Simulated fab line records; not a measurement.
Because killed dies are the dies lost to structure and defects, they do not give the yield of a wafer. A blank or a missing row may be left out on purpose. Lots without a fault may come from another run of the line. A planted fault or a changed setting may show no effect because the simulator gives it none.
A struck lot beside a sound one -- flow rit cmos -- 20 steps out of a route of 202
Sound: the wafers L872.1, L872.2, L872.4. Wafers L877.1, L877.4, L877.6 were the ones struck. The cause comes at the end.
At each step with rows: each side's tool, then ch and its chambers, then its first start. Under that, the readings that differ: sound wafers -- struck wafers -- difference of the means -- sigmas: that difference in standard deviations of wafers without a fault.
alike: a reading whose means differ by less than 2 such deviations, as well as words and numbers matching on both sides. not compared: withheld readings; readings where some wafer has no value; bounds like >300 that might hide an equal value; numbers whose values overlap and for which the record gives no deviation.
Wherever a step has rows on one side only, a row that says differs or no value, or a row with sigmas, the two part there. Numbers that don't overlap but have no deviation are shown without sigmas and don't part them. A reading missing from all wafers of one side parts the sides only when that side holds two or more wafers.

first, 4 steps without rows for these wafers: RIT_ACTIVE_SOFTBAKE_07 (time 60 s); RIT_ACTIVE_EXPOSE_08 (exposes mask M1, target cd 1400 nm); RIT_ACTIVE_PEB_09; RIT_ACTIVE_DEVELOP_10 (develop time 50 s).
RIT_ACTIVE_CD_MEAS_11 targets a cd of 1400 nm.
  sound on cd sem-01 at day 2 05:37; struck on cd sem-02 at day 3 06:26
  alike: cd nm
then, 1 step without rows for these wafers: RIT_ACTIVE_HARDBAKE_12 (time 60 s).
RIT_ACTIVE_ETCH_13: etches Si3N4 in SF6, stops on SiO2, time 210 s, target depth 210 nm.
  sound on rie diel-01 ch 0,2,3, day 2 05:53; struck on rie diel-01 ch 0,3, day 3 06:43
  alike: drypump motor current A, oes product au, rf fwd power W, throttle valve pct
  not compared: rf hours counter h
RIT_ACTIVE_STRIP_14: strips in O2, time 180 s.
  sound on plasma asher-03 ch 0,1, day 2 06:01; struck on plasma asher-01 ch 0,1, day 3 06:50
  alike: drypump motor current A
  not compared: rf hours counter h
RIT_ACTIVE_CD_MEAS_90 targets a cd of 1400 nm.
  sound on cd sem-02 at day 2 06:11; struck on cd sem-01 at day 3 07:01
  alike: cd nm
then, 3 steps without rows for these wafers: RIT_ACTIVE_CLEAN_15 (cleans in SC1, time 600 s); RIT_ACTIVE_CLEAN_16 (cleans in dHF, time 30 s); RIT_ACTIVE_CLEAN_17 (cleans in SC2, time 600 s).
RIT_FOX1_OXIDATION_00: target thk 350.7 nm, ox time 1130 s.
  sound on furnace-01 ch 0, day 2 07:30; struck on furnace-04 ch 0, day 3 09:34
RIT_FOX1_THK_MEAS_01:
  sound on film metro-01 at day 2 08:49; struck on film metro-01 at day 3 11:03
reading,sound,struck,difference,sigmas
FOX1_OXIDE_THK (nm),342 338 343,514 516 509,+172,+27
RIT_FOX1_WET_ETCH_02: etches SiO2 in BOE, target depth 350 nm, time 401.2 s.
  sound on wet bench-03 ch 1, day 2 08:53; struck on wet bench-01 ch 0, day 3 11:11
reading,sound,struck,difference,sigmas
model.Si3N4_of_ACTIVE_CVD_03.thk nm (nm),135.5 136.8 136,132.8 134.4 133.2,-2.6,
then, 1 step without rows for these wafers: RIT_FOX2_OXIDATION_00 (target thk 350.7 nm, ox time 1130 s).
RIT_FOX2_THK_MEAS_01:
  sound on film metro-01 at day 2 10:19; struck on film metro-04 at day 3 13:17
  alike: FOX2_OXIDE_THK
RIT_FOX2_CLEAN_02: cleans in dHF, time 180 s.
  sound on wet bench-02 ch 3, day 2 10:22; struck on wet bench-04 ch 3, day 3 13:21
reading,sound,struck,difference,sigmas
model.Si3N4_of_ACTIVE_CVD_03.thk nm (nm),128.4 129.7 128.9,125.8 127.4 126.2,-2.5,
then, 1 step without rows for these wafers: RIT_FOX2_WET_ETCH_03 (etches Si3N4 in H3PO4, target depth 195 nm, time 2700 s).
RIT_M1_PROBE_99:
  sound on prober-01 at day 4 00:22; struck on prober-01 at day 5 09:05
  alike: killed at contacts, killed at front end, killed dies, killed open, killed short

## WHERE THEY PART
Within this record, at RIT_FOX1_THK_MEAS_01 only. Later steps at which nothing parts them and some readings are alike: RIT_FOX2_THK_MEAS_01, RIT_M1_PROBE_99.

WHY: whatever the simulator had introduced
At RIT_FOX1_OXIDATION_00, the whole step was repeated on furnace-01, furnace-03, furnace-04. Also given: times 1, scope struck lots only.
